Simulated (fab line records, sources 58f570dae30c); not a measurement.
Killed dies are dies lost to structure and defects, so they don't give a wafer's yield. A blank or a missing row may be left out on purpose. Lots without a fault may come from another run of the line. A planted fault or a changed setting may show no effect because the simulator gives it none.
A struck lot beside a sound one | flow berkeley_cmos170 | 14 steps out of a route of 331
Sound: wafers L625.1, L625.3, L625.6. Struck: wafers L627.1, L627.3, L627.4. The cause comes at the end.
At each step with rows: each side's tool, then ch and its chambers, then its first start. Under that, the readings that differ: sound wafers | struck wafers | difference of the means | sigmas: that difference in standard deviations of wafers without a fault.
alike: readings whose means differ by less than 2 such deviations, and words and numbers that are the same on both sides. not compared: withheld readings, readings that some wafer has no value for, bounds like >300 that may hide the same value, and numbers for which the record gives no deviation and whose values overlap.
The two part at a step that has a row with sigmas, a row that says differs or no value, or rows on one side only. Numbers that don't overlap but have no deviation are shown without sigmas and don't part them. A reading that every wafer of one side lacks parts them only if that side has two wafers or more.

UCB170_CONTACT_STRIP_06: strips in O2.
  sound on plasma_asher-02 ch 0,1, day 7 12:17; struck on plasma_asher-01 ch 0,1, day 8 12:08
  alike: drypump_motor_current_A, oes_product_au, strip_time_to_endpoint_s
  not compared: rf_hours_counter_h
then, 1 step without rows for these wafers: UCB170_CONTACT_CLEAN_07 (cleans in SPM, time 600 s).
UCB170_CONTACT_RTA_08: time 10 s.
  sound on rtp_anneal-01 ch 0, day 7 12:34; struck on rtp_anneal-01 ch 0, day 8 12:33
  alike: lamp_power_pct, wafer_temp_C_max
then, 6 steps without rows for these wafers: UCB170_CONTACT_COAT_09; UCB170_CONTACT_COAT_10 (resist thk 900 nm); UCB170_CONTACT_SOFTBAKE_11 (time 60 s); UCB170_CONTACT_EXPOSE_12 (exposes mask CONT, target cd 700 nm); UCB170_CONTACT_PEB_13; UCB170_CONTACT_DEVELOP_14 (develop time 45 s).
UCB170_CONTACT_CD_MEAS_15: target cd 700 nm.
  sound on cd_sem-01, day 7 13:36; struck on cd_sem-01, day 8 13:46
  alike: cd_nm
UCB170_CONTACT_OVL_MEAS_16:
  sound on overlay-01, day 7 13:43; struck on overlay-01, day 8 13:53
  alike: CONTACT_OVL
UCB170_CONTACT_ETCH_17: etches BARC in N2/H2.
  sound on rie_diel-03 ch 1,3, day 7 13:45; struck on rie_diel-03 ch 1,2,3, day 8 13:56
  alike: drypump_motor_current_A, oes_product_au, throttle_valve_pct
UCB170_CONTACT_ETCH_18: etches PSG in CHF3/CF4/Ar, stops on TiSi2, target depth 840 nm, time 195 s.
  sound on rie_diel-03 ch 1,3, day 7 13:00; struck on rie_diel-03 ch 1,2,3, day 8 13:00
  reading                                  | sound             | struck            | difference | sigmas
  oes_product_au (a.u.)                    | 0.876 0.910 0.886 | 1.021 1.020 0.970 | +0.113     | +8
  run_length_s (s)                         | 223.0 223.2 223.1 | 174.4 174.7 174.7 | -48.5      | -99 or more
  model.CONTACT.feature_depth_nm (nm)      | 697.2 705.8 699.7 | 628.2 626.4 618.5 | -76.5      |
  model.etch.depth_nm (nm)                 | 697.2 705.8 699.7 | 628.2 626.4 618.5 | -76.5      |
  model.KrF_of_CONTACT_COAT_10.thk_nm (nm) | 695.1 693.6 695.5 | 741.3 741.2 740.7 | +46.3      |
  alike: drypump_motor_current_A, throttle_valve_pct
  not compared: rf_hours_counter_h
UCB170_CONTACT_STRIP_19: strips in O2.
  sound on plasma_asher-02 ch 0,1, day 7 13:55; struck on plasma_asher-01 ch 0,1, day 8 14:06
  alike: drypump_motor_current_A, oes_product_au
  not compared: rf_hours_counter_h

WHERE THEY PART
Only at UCB170_CONTACT_ETCH_18, within this record. Later steps at which nothing parts them and some readings are alike: UCB170_CONTACT_STRIP_19.

WHY: what the simulator had put in
Process parameter drift: rie_diel-03, from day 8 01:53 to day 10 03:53, at UCB170_CONTACT_ETCH_18. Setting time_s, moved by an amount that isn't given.
